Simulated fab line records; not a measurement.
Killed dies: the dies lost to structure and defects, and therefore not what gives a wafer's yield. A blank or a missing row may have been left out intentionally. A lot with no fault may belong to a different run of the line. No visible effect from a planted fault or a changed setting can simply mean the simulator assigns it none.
One fault seen from 2 desks + flow berkeley-cmos170 + numbers are kept per desk, each desk with only its own; the story behind them comes last

## THE METROLOGY DESK
Lot by lot, what the gauges showed, no matter which tool ran the lot: averages of those sampled wafers that carry a number. A lot is out of limits, marked OUT, if its mean lies more than 4 standard deviations from the usual mean; the brackets give that distance.
Columns: A = GATE_POLY_THK at UCB170_GATE_THK_MEAS_05, usual 212.9 nm; B = cd-nm at UCB170_GATE_CD_MEAS_12, usual 350.7 nm; C = GATE_OVL at UCB170_GATE_OVL_MEAS_13, usual -2 nm; D = cd-nm at UCB170_GATE_CD_MEAS_90, usual 350.8 nm
| lot  | first seen here | A     | B     | C  | D     |
|------|-----------------|-------|-------|----|-------|
| L536 | day 7 09:13     | 214.8 | 351.5 | -7 | 352.1 |
| L538 | day 7 22:42     | 210.8 | 350.5 | -1 | 350.6 |
| L549 | day 10 08:14    | 214.1 | 352.0 | -4 | 352.2 |
| L550 | day 10 08:15    | 212.1 | 349.6 | 1  | 349.4 |
| L552 | day 10 08:17    | 214.4 | 350.7 | -3 | 351.3 |
| L553 | day 10 17:46    | 211.7 | 351.0 | -4 | 351.8 |
This desk's finding: nothing out of limits on any of the 6 lots.

## TOOL OWNER'S DESK, rie-si-02
The tool's own readings at UCB170_GATE_ETCH_15 (etches poly-Si in HBr/Cl2, stops on SiO2, time 56.3 s, target depth 278.2 nm): means of the sampled wafers that have a number, for each lot that ran on this tool. A lot is out of limits, marked OUT, if its mean lies more than 4 standard deviations from the usual mean; the brackets give that distance.
Columns: A = drypump-motor-current-A at UCB170_GATE_ETCH_15, usual 5.8 A; B = oes-product-au at UCB170_GATE_ETCH_15, usual 0.839 a.u.; C = throttle-valve-pct at UCB170_GATE_ETCH_15, usual 26.41 %
| lot  | first seen here | A   | B                | C     |
|------|-----------------|-----|------------------|-------|
| L538 | day 8 00:08     | 5.2 | 0.828            | 26.44 |
| L549 | day 10 09:44    | 5.3 | 0.783 (-4.6) OUT | 26.74 |
| L552 | day 10 10:12    | 5.4 | 0.821            | 26.51 |
This desk's finding: out of limits on L549; first on L549, day 10 09:44 (oes-product-au at UCB170_GATE_ETCH_15). L538, L552: within limits.

## TAKEN TOGETHER
The tool owner's desk could have raised an alarm at day 10 09:44, on L549.
From the metrology desk's view, nothing was out of limits.
The metrology desk holds a record of L549, inside its limits.
UCB170_GATE_ETCH_15 was run on rie-si-02 by each of the lots named.

## WHAT HAD BEEN PUT IN BY THE SIMULATOR
rie-si-02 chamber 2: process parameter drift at UCB170_GATE_ETCH_15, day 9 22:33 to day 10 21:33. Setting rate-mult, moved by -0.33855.
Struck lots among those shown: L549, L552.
Delay in hours, fault start to first out-of-limits reading, by desk: the tool owner's desk at 11.
